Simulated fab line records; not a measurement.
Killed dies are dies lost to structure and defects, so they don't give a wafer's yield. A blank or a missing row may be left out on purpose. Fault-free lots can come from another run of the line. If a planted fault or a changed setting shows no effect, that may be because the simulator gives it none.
Which tool did it? || flow berkeley-cmos170 || Sampling: 6 lots, 18 wafers, 3 of 331 route steps

## WHAT EACH GAUGE READ, for each wafer
UCB170_PLDD_TW_MEAS_11.
{"lot": "L654", "measured": "day 6 01:42", "on": "film-metro-02", "PLDD_TW": "1020 1024 1021"}
{"lot": "L657", "measured": "day 7 01:40", "on": "film-metro-03", "PLDD_TW": "935 936 929"}
{"lot": "L668", "measured": "day 9 04:25", "on": "film-metro-02", "PLDD_TW": "1025 1025 1020"}
{"lot": "L671", "measured": "day 10 03:35", "on": "film-metro-03", "PLDD_TW": "1009 1016 1007"}
{"lot": "L674", "measured": "day 10 19:01", "on": "film-metro-01", "PLDD_TW": "996 997 997"}
{"lot": "L675", "measured": "day 11 08:20", "on": "film-metro-03", "PLDD_TW": "1012 1006 1009"}

## WHICH TOOL RAN EACH LOT (tool, then ch and the chambers of the sampled wafers, then the start)
{"lot": "L654", "UCB170_PLDD_IMPLANT_09": "implanter-03 ch 0, day 6 01:27", "UCB170_PLDD_STRIP_10": "plasma-asher-01 ch 0,1, day 6 01:36"}
{"lot": "L657", "UCB170_PLDD_IMPLANT_09": "implanter-03 ch 0, day 7 01:26", "UCB170_PLDD_STRIP_10": "plasma-asher-01 ch 0,1, day 7 01:34"}
{"lot": "L668", "UCB170_PLDD_IMPLANT_09": "implanter-04 ch 0, day 9 04:10", "UCB170_PLDD_STRIP_10": "plasma-asher-03 ch 0,1, day 9 04:19"}
{"lot": "L671", "UCB170_PLDD_IMPLANT_09": "implanter-04 ch 0, day 10 03:22", "UCB170_PLDD_STRIP_10": "plasma-asher-03 ch 0,1, day 10 03:29"}
{"lot": "L674", "UCB170_PLDD_IMPLANT_09": "implanter-03 ch 0, day 10 18:46", "UCB170_PLDD_STRIP_10": "plasma-asher-04 ch 0,1, day 10 18:55"}
{"lot": "L675", "UCB170_PLDD_IMPLANT_09": "implanter-03 ch 0, day 11 08:05", "UCB170_PLDD_STRIP_10": "plasma-asher-01 ch 0,1, day 11 08:14"}
- UCB170_PLDD_IMPLANT_09
- UCB170_PLDD_STRIP_10: strips in O2.

## THE ANSWER, worked out from the rows above alone
Rule: usual is defined by the lots themselves. Put in order of their means at a reading, lots are off if they are a third of the lots or fewer, leave a main group of 4 or more, and stand apart from it by a gap of 3 or more times the standard deviation of the main group's means; of several such gaps the widest counts. A main group is skipped when, at the precision printed for the reading in the tables above, its means are all equal. A lot without any number at a reading at which 4 lots or more have one is off too. Where the step has rows for the other lots, those lots are counted as sound.
Off: L657, seen at UCB170_PLDD_TW_MEAS_11 (PLDD_TW). For the main group the mean is 1012 and the standard deviation 9.7.
A tool fits if, at a process step before that reading, it ran every lot that is off, and no sound lot after the first of them. Those tools and the gauges at UCB170_PLDD_TW_MEAS_11 are tried in the same way. Not one of the candidates tried fits.

## WHAT THE SIMULATOR PUT IN
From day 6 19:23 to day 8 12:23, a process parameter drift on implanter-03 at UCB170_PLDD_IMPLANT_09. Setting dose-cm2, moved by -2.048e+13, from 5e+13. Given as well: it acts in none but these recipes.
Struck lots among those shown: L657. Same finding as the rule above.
